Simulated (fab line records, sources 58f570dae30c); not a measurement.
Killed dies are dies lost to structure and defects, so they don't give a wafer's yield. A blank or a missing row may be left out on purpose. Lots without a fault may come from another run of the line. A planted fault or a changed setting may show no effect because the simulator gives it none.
A struck lot beside a sound one | flow berkeley_cmos170 | 21 steps out of a route of 331
Sound: wafers L699.3, L699.4, L699.6. Struck: wafers L691.1, L691.5, L691.6. The cause comes at the end.
At each step with rows: each side's tool, then ch and its chambers, then its first start. Under that, the readings that differ: sound wafers | struck wafers | difference of the means | sigmas: that difference in standard deviations of wafers without a fault.
alike: readings whose means differ by less than 2 such deviations, and words and numbers that are the same on both sides. not compared: withheld readings, readings that some wafer has no value for, bounds like >300 that may hide the same value, and numbers for which the record gives no deviation and whose values overlap.
The two part at a step that has a row with sigmas, a row that says differs or no value, or rows on one side only. Numbers that don't overlap but have no deviation are shown without sigmas and don't part them. A reading that every wafer of one side lacks parts them only if that side has two wafers or more.

UCB170_PSD_STRIP_09: strips in O2.
  sound on plasma_asher-04 ch 0,1, day 10 01:50; struck on plasma_asher-04 ch 0,1, day 8 11:22
  alike: chamber_pressure_mTorr, drypump_motor_current_A, oes_product_au, strip_time_to_endpoint_s
  not compared: rf_hours_counter_h
UCB170_PSD_TW_MEAS_10:
  sound on film_metro-01, day 10 01:55; struck on film_metro-01, day 8 11:28
  alike: PSD_TW
then, 7 steps without rows for these wafers: UCB170_PSD_CLEAN_11 (cleans in SPM, time 600 s); UCB170_NSD_HMDS_00 (prime time 60 s); UCB170_NSD_COAT_01 (resist thk 900 nm); UCB170_NSD_SOFTBAKE_02 (time 60 s); UCB170_NSD_EXPOSE_03 (exposes mask NSELECT MOD, target cd 1200 nm); UCB170_NSD_PEB_04; UCB170_NSD_DEVELOP_05 (develop time 45 s).
UCB170_NSD_CD_MEAS_06: target cd 1200 nm.
  sound on cd_sem-01, day 10 03:19; struck on cd_sem-01, day 8 14:05
  alike: cd_nm
UCB170_NSD_OVL_MEAS_07:
  sound on overlay-02, day 10 03:25; struck on overlay-02, day 8 14:13
  alike: NSD_OVL
then, 1 step without rows for these wafers: UCB170_NSD_IMPLANT_08.
UCB170_NSD_STRIP_09: strips in O2.
  sound on plasma_asher-02 ch 0,1, day 10 03:37; struck on plasma_asher-01 ch 0,1, day 8 14:23
  no value came back on the struck wafers for any of 5 readings (chamber_pressure_mTorr (mTorr), drypump_motor_current_A (A) and others); on the sound wafers chamber_pressure_mTorr (mTorr) reads 3496.0 3502.9 3493.9
  reading                              | sound | struck            | difference | sigmas
  model.KrF_of_NSD_COAT_01.thk_nm (nm) | 0 0 0 | 885.3 886.9 884.5 | +885.6     |
  not compared: rf_hours_counter_h
UCB170_NSD_TW_MEAS_10:
  sound on film_metro-01, day 10 03:42; struck on film_metro-04, day 8 14:29
  alike: NSD_TW
then, 4 steps without rows for these wafers: UCB170_NSD_CLEAN_11 (cleans in SPM, time 600 s); UCB170_BACKSIDE_HMDS_00 (prime time 60 s); UCB170_BACKSIDE_COAT_01 (resist thk 900 nm); UCB170_BACKSIDE_SOFTBAKE_02 (time 60 s).
UCB170_BACKSIDE_STRIP_03: strips in O2.
  sound on plasma_asher-01 ch 0,1, day 10 04:26; struck on plasma_asher-04 ch 0,1, day 8 15:32
  reading                      | sound             | struck            | difference | sigmas
  strip_time_to_endpoint_s (s) | 21.98 21.97 21.87 | 48.13 48.20 48.09 | +26.20     | +99 or more
  alike: chamber_pressure_mTorr, drypump_motor_current_A, oes_product_au
  not compared: rf_hours_counter_h
then, 1 step without rows for these wafers: UCB170_BACKSIDE_CLEAN_04 (cleans in SPM, time 600 s).
UCB170_M3_PROBE_99:
  the record has rows for the sound wafers here (prober-02, day 11 03:05) and none for the struck ones

WHERE THEY PART
First at UCB170_NSD_STRIP_09; last, within this record, at UCB170_M3_PROBE_99.

WHY: what the simulator had put in
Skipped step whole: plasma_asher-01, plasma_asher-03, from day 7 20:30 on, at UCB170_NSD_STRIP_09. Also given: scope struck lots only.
